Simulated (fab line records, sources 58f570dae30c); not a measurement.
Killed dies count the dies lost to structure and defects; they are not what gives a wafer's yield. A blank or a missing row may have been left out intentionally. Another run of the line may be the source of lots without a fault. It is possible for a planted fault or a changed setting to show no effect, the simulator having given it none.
What tool caused it? :: flow berkeley_cmos170 :: 42 wafers from 14 lots sampled at 3 of the route's 331 steps

## WHAT THE GAUGES READ, wafer by wafer
UCB170_PWELL_THK_MEAS_03.
lot: L356
measured: day 2 20:00
on: film_metro-01
PWELL_OXIDE_THK (nm): 25.9 26.6 26.0

lot: L358
measured: day 3 08:14
on: film_metro-01
PWELL_OXIDE_THK (nm): 27.2 27.5 26.9

lot: L360
measured: day 4 04:24
on: film_metro-04
PWELL_OXIDE_THK (nm): 26.9 27.4 27.4

lot: L361
measured: day 4 04:25
on: film_metro-01
PWELL_OXIDE_THK (nm): 26.9 27.4 26.8

lot: L364
measured: day 4 14:56
on: film_metro-03
PWELL_OXIDE_THK (nm): 27.2 27.0 27.1

lot: L365
measured: day 4 20:20
on: film_metro-03
PWELL_OXIDE_THK (nm): 26.8 27.0 27.0

lot: L369
measured: day 5 14:47
on: film_metro-03
PWELL_OXIDE_THK (nm): 25.9 25.9 26.0

lot: L370
measured: day 5 14:50
on: film_metro-03
PWELL_OXIDE_THK (nm): 26.6 25.9 26.2

lot: L375
measured: day 6 14:40
on: film_metro-04
PWELL_OXIDE_THK (nm): 26.1 26.2 26.3

lot: L373
measured: day 6 14:40
on: film_metro-03
PWELL_OXIDE_THK (nm): 26.4 26.3 26.3

lot: L374
measured: day 6 14:43
on: film_metro-03
PWELL_OXIDE_THK (nm): 25.9 26.2 26.1

lot: L377
measured: day 7 02:49
on: film_metro-01
PWELL_OXIDE_THK (nm): 26.3 26.5 26.5

lot: L378
measured: day 7 02:49
on: film_metro-03
PWELL_OXIDE_THK (nm): 26.5 26.7 25.9

lot: L379
measured: day 7 10:43
on: film_metro-03
PWELL_OXIDE_THK (nm): 26.0 26.1 25.8

UCB170_SDANNEAL_RS_MEAS_02: measures by four-point-probe.
lot: L356
measured: day 7 09:16
on: film_metro-04
PSD_RS (ohm/sq): 75.1 75.1 75.5

lot: L358
measured: day 7 19:19
on: film_metro-02
PSD_RS (ohm/sq): 75.8 75.4 75.3

lot: L360
measured: day 8 14:23
on: film_metro-04
PSD_RS (ohm/sq): 75.5 75.6 75.3

lot: L361
measured: day 8 13:34
on: film_metro-02
PSD_RS (ohm/sq): 75.7 75.5 75.6

lot: L364
measured: day 9 00:23
on: film_metro-04
PSD_RS (ohm/sq): 75.5 75.5 75.4

lot: L365
measured: day 9 00:35
on: film_metro-02
PSD_RS (ohm/sq): 75.4 75.7 75.2

lot: L375
measured: day 11 04:22
on: film_metro-02
PSD_RS (ohm/sq): 76.0 75.7 75.7

lot: L373
measured: day 11 03:34
on: film_metro-03
PSD_RS (ohm/sq): 75.6 75.9 75.7

lot: L374
measured: day 11 04:19
on: film_metro-03
PSD_RS (ohm/sq): 75.3 75.8 75.4

lot: L377
measured: day 11 17:22
on: film_metro-03
PSD_RS (ohm/sq): 76.0 76.1 75.9

lot: L378
measured: day 11 17:38
on: film_metro-02
PSD_RS (ohm/sq): 75.4 75.8 75.3

lot: L379
measured: day 12 00:20
on: film_metro-04
PSD_RS (ohm/sq): 75.6 75.5 75.3

## EACH LOT AND THE TOOL THAT RAN IT (in order: tool; ch and the chambers of the sampled wafers; start)
lot: L356
UCB170_PWELL_DEVELOP_12: litho_track-04 ch 0, day 3 04:00

lot: L358
UCB170_PWELL_DEVELOP_12: litho_track-02 ch 0, day 3 16:00

lot: L360
UCB170_PWELL_DEVELOP_12: litho_track-01 ch 0, day 4 13:00

lot: L361
UCB170_PWELL_DEVELOP_12: litho_track-02 ch 0, day 4 14:00

lot: L364
UCB170_PWELL_DEVELOP_12: litho_track-04 ch 0, day 4 21:00

lot: L365
UCB170_PWELL_DEVELOP_12: litho_track-02 ch 0, day 5 05:00

lot: L369
UCB170_PWELL_DEVELOP_12: litho_track-01, day 5 23:00

lot: L370
UCB170_PWELL_DEVELOP_12: litho_track-02, day 5 23:00

lot: L375
UCB170_PWELL_DEVELOP_12: litho_track-01 ch 0, day 6 22:00

lot: L373
UCB170_PWELL_DEVELOP_12: litho_track-04 ch 0, day 6 22:00

lot: L374
UCB170_PWELL_DEVELOP_12: litho_track-02 ch 0, day 6 22:00

lot: L377
UCB170_PWELL_DEVELOP_12: litho_track-04 ch 0, day 7 10:00

lot: L378
UCB170_PWELL_DEVELOP_12: litho_track-04 ch 0, day 7 11:00

lot: L379
UCB170_PWELL_DEVELOP_12: litho_track-04 ch 0, day 7 18:00
- UCB170_PWELL_DEVELOP_12: develop time 45 s.

## WHAT THE TOOLS THEMSELVES READ (means of the sampled wafers that have a number; where no wafer has one, the mark that the record gives instead)
UCB170_PWELL_DEVELOP_12.
lot: L356
tool: litho_track-04
chill_plate_temp_C (C): 22.95

lot: L358
tool: litho_track-02
chill_plate_temp_C (C): 23.17

lot: L360
tool: litho_track-01
chill_plate_temp_C (C): 23.00

lot: L361
tool: litho_track-02
chill_plate_temp_C (C): 23.08

lot: L364
tool: litho_track-04
chill_plate_temp_C (C): 23.01

lot: L365
tool: litho_track-02
chill_plate_temp_C (C): 22.88

lot: L369
tool: litho_track-01
chill_plate_temp_C (C): -

lot: L370
tool: litho_track-02
chill_plate_temp_C (C): -

lot: L375
tool: litho_track-01
chill_plate_temp_C (C): 22.98

lot: L373
tool: litho_track-04
chill_plate_temp_C (C): 22.94

lot: L374
tool: litho_track-02
chill_plate_temp_C (C): 22.90

lot: L377
tool: litho_track-04
chill_plate_temp_C (C): 23.02

lot: L378
tool: litho_track-04
chill_plate_temp_C (C): 22.92

lot: L379
tool: litho_track-04
chill_plate_temp_C (C): 22.93

## THE ANSWER, worked out from the rows above alone
Rule: the lots themselves supply what counts as usual. Put in order of their means at a reading, lots are off if they are a third of the lots or fewer, leave a main group of 4 or more, and stand apart from it by a gap of 3 or more times the standard deviation of the main group's means; of several such gaps the widest counts. A main group is skipped when, at the precision printed for the reading in the tables above, its means are all equal. A lot without any number at a reading at which 4 lots or more have one is off too. All remaining lots with rows at the step are treated as sound. Order of review: gauges by route order, followed by the tools' own readings, for which a lot's mean as printed above is used. At the first step where some lot is off, the reading lying furthest off is the one used; lots without a number count as furthest.
Off at UCB170_PWELL_DEVELOP_12 (chill_plate_temp_C): L369, L370. Without a number there: L369, L370. Mean 22.98 C and standard deviation 0.079 in the main group.
If a tool, at that step or one of the process steps before it, ran each lot that is off and ran no sound lot following the first of them, it fits. No candidate that was tried fits.

## WHAT THE SIMULATOR HAD PUT IN
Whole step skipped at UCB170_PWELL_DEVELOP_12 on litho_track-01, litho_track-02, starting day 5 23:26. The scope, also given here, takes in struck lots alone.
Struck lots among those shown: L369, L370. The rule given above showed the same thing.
